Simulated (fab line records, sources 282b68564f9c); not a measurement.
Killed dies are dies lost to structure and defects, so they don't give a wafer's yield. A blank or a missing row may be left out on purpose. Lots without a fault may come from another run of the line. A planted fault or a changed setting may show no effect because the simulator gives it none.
Which tool did it? | flow rit_cmos | 7 lots, 21 wafers sampled, at 2 steps of a route of 202

WHAT THE GAUGES READ, wafer by wafer
RIT_ACTIVE_THK_MEAS_04.
lot  | measured    | on            | ACTIVE_NITRIDE_THK (nm)
L578 | day 1 18:33 | film_metro-04 | 150.3 148.8 150.2
L580 | day 2 04:36 | film_metro-02 | 148.4 149.1 148.9
L583 | day 2 20:35 | film_metro-02 | 149.8 150.8 150.9
L586 | day 3 10:37 | film_metro-03 | 148.4 149.7 148.3
L591 | day 4 13:24 | film_metro-03 | 150.4 148.8 150.1
L597 | day 5 17:45 | film_metro-03 | 121.7 120.8 120.6
L600 | day 6 09:25 | film_metro-02 | 150.5 150.2 150.7

WHICH TOOL RAN EACH LOT (tool, then ch and the chambers of the sampled wafers, then the start)
lot  | RIT_ACTIVE_CVD_03
L578 | lpcvd-02 ch 0, day 1 17:07
L580 | lpcvd-02 ch 0, day 2 03:10
L583 | lpcvd-01 ch 0, day 2 18:28
L586 | lpcvd-02 ch 0, day 3 09:13
L591 | lpcvd-02 ch 0, day 4 11:58
L597 | lpcvd-01 ch 1, day 5 16:19
L600 | lpcvd-02 ch 1, day 6 08:00
- RIT_ACTIVE_CVD_03: deposits Si3N4 from SiH2Cl2/NH3, target thk 150 nm, time 1500 s.

THE ANSWER, worked out from the rows above alone
Rule: what is usual is taken from the lots themselves. Put in order of their means at a reading, lots are off if they are a third of the lots or fewer, leave a main group of 4 or more, and stand apart from it by a gap of 3 or more times the standard deviation of the main group's means; of several such gaps the widest counts. A main group whose means are all the same, to the digits that the tables above print for the reading, isn't used. A lot without any number at a reading at which 4 lots or more have one is off too. The other lots that the step has rows for count as sound.
Off: L597, at RIT_ACTIVE_THK_MEAS_04 (ACTIVE_NITRIDE_THK). The main group: mean 149.7 nm, standard deviation 0.69.
A tool fits if, at a process step before that reading, it ran every lot that is off, and no sound lot after the first of them. The gauges at RIT_ACTIVE_THK_MEAS_04 are tried like those tools. Can't be told from this: 2 tools fit, lpcvd-01 at RIT_ACTIVE_CVD_03, film_metro-03 at RIT_ACTIVE_THK_MEAS_04.

WHAT THE SIMULATOR HAD PUT IN
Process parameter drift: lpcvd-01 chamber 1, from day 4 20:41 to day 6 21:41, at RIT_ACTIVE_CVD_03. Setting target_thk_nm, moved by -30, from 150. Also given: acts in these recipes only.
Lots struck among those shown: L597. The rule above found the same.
